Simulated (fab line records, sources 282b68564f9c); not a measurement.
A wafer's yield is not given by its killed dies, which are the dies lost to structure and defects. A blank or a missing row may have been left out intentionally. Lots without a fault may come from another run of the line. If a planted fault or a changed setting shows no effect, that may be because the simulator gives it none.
Struck lot and sound lot, side by side    flow rit_cmos    18 steps out of a route of 202
Sound: wafers L922.1, L922.3, L922.4. Wafers struck: L934.1, L934.2, L934.5. Last of all comes the cause.
At each step with rows: each side's tool, then ch and its chambers, then its first start. Under that, the readings that differ: sound wafers    struck wafers    difference of the means    sigmas: that difference in standard deviations of wafers without a fault.
alike: readings whose means differ by less than 2 such deviations, and words and numbers that are the same on both sides. not compared: withheld readings, readings that some wafer has no value for, bounds like >300 that may hide the same value, and numbers for which the record gives no deviation and whose values overlap.
The two part at a step that has a row with sigmas, a row that says differs or no value, or rows on one side only. Numbers that don't overlap but have no deviation are shown without sigmas and don't part them. A reading missing from all wafers of one side parts the sides only when that side holds two or more wafers.

first, 4 steps without rows for these wafers: RIT_NLDD_SOFTBAKE_02 (time 60 s); RIT_NLDD_EXPOSE_03 (exposes mask M7, target cd 40700 nm); RIT_NLDD_PEB_04; RIT_NLDD_DEVELOP_05 (develop time 50 s).
RIT_NLDD_OVL_MEAS_06:
  sound on overlay-02, day 3 15:41; struck on overlay-01, day 6 02:34
  alike: NLDD_OVL
then, 2 steps without rows for these wafers: RIT_NLDD_HARDBAKE_07 (time 60 s); RIT_NLDD_IMPLANT_08.
RIT_NLDD_STRIP_09: strips in O2, time 180 s.
  sound on plasma_asher-01 ch 0,1, day 3 16:02; struck on plasma_asher-04 ch 0,1, day 6 02:53
  alike: drypump_motor_current_A
  not compared: rf_hours_counter_h
RIT_NLDD_TW_MEAS_10:
  sound on film_metro-04, day 3 16:12; struck on film_metro-01, day 6 03:04
  alike: NLDD_TW
then, 3 steps without rows for these wafers: RIT_PLDD_HMDS_00 (prime time 60 s); RIT_PLDD_COAT_01 (resist thk 1000 nm); RIT_PLDD_SOFTBAKE_02 (time 60 s).
RIT_PLDD_EXPOSE_03: exposes mask M8, target cd 40900 nm.
  sound on iline_stepper-02 ch 0, day 3 16:43; struck on iline_stepper-02 ch 0, day 6 03:42
reading                       sound                    struck             difference  sigmas
model.PLDD.overlay_x_nm (nm)  -0.2796 -0.2796 -0.2796  241.3 241.3 241.3  +241.6      
  alike: mask
then, 2 steps without rows for these wafers: RIT_PLDD_PEB_04; RIT_PLDD_DEVELOP_05 (develop time 50 s).
RIT_PLDD_OVL_MEAS_06:
  sound on overlay-01, day 3 17:09; struck on overlay-02, day 6 04:09
reading        sound        struck             difference  sigmas
PLDD_OVL (nm)  0.8 2.2 2.4  243.4 243.0 244.5  +241.8      +99 or more
then, 1 step without rows for these wafers: RIT_PLDD_HARDBAKE_07 (time 60 s).
RIT_M1_PROBE_99:
  sound on prober-01, day 4 07:15; struck on prober-01, day 6 18:12
reading                         sound           struck          difference  sigmas
model.etest.pldd.width_nm (nm)  3229 3207 3220  3044 3055 3041  -172        
  alike: killed_at_M0_to_M3, killed_at_front_end, killed_dies, killed_open, killed_short

WHERE THEY PART
At RIT_PLDD_OVL_MEAS_06 and nowhere else, as far as this record goes. Later steps at which nothing parts them and some readings are alike: RIT_M1_PROBE_99.

WHY: whatever the simulator had introduced
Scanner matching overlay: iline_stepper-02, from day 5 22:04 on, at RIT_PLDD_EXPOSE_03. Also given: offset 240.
